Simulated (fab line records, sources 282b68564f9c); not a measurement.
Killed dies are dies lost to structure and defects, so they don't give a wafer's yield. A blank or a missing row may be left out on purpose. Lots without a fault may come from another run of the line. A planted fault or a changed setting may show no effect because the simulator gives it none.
Chamber matching | flow rit_cmos | RIT_GATE_ETCH_19 on rie_si-01: 4 sister chambers
The step etches poly-Si in SF6/CHF3/O2, stops on SiO2, time 165 s, target depth 312.5 nm. 4 wafers are shown with their chamber, then 7 later ones without.

WAFERS WITH THEIR CHAMBER
wafer  | chamber | drypump_motor_current_A (A)
L556.3 | 1       | 5.8
L558.2 | 2       | 5.5
L560.2 | 3       | 6.3
L560.5 | 0       | 6.0

WAFERS WITHOUT THEIR CHAMBER
wafer  | drypump_motor_current_A (A)
L560.6 | 6.4
L570.2 | 6.0
L570.3 | 5.8
L570.4 | 5.5
L574.1 | 6.4
L574.3 | 5.8
L574.5 | 6.4

WHICH CHAMBER EACH WENT THROUGH
wafer  | from the rows above | in truth
L560.6 | 3                   | 3
L570.2 | 0                   | 0
L570.3 | 1                   | 1
L570.4 | 2                   | 2
L574.1 | 3                   | 3
L574.3 | 1                   | 1
L574.5 | 3                   | 3
Placed correctly: 7 of 7. Can't be placed from these rows: 0. Placed wrongly: 0.
How it was worked out, from the rows above alone: a wafer's distance from a chamber is the root of the sum, over the readings, of the square of ((its reading less the chamber's mean) divided by the reading's scatter). The wafer belongs to the nearest chamber; if the next one is less than 2 further off, it can't be placed. A chamber's mean is the mean of its shown wafers. The scatter: with one shown wafer a chamber, the root of the mean of the squares of how far each hidden wafer lies from its nearest shown one.
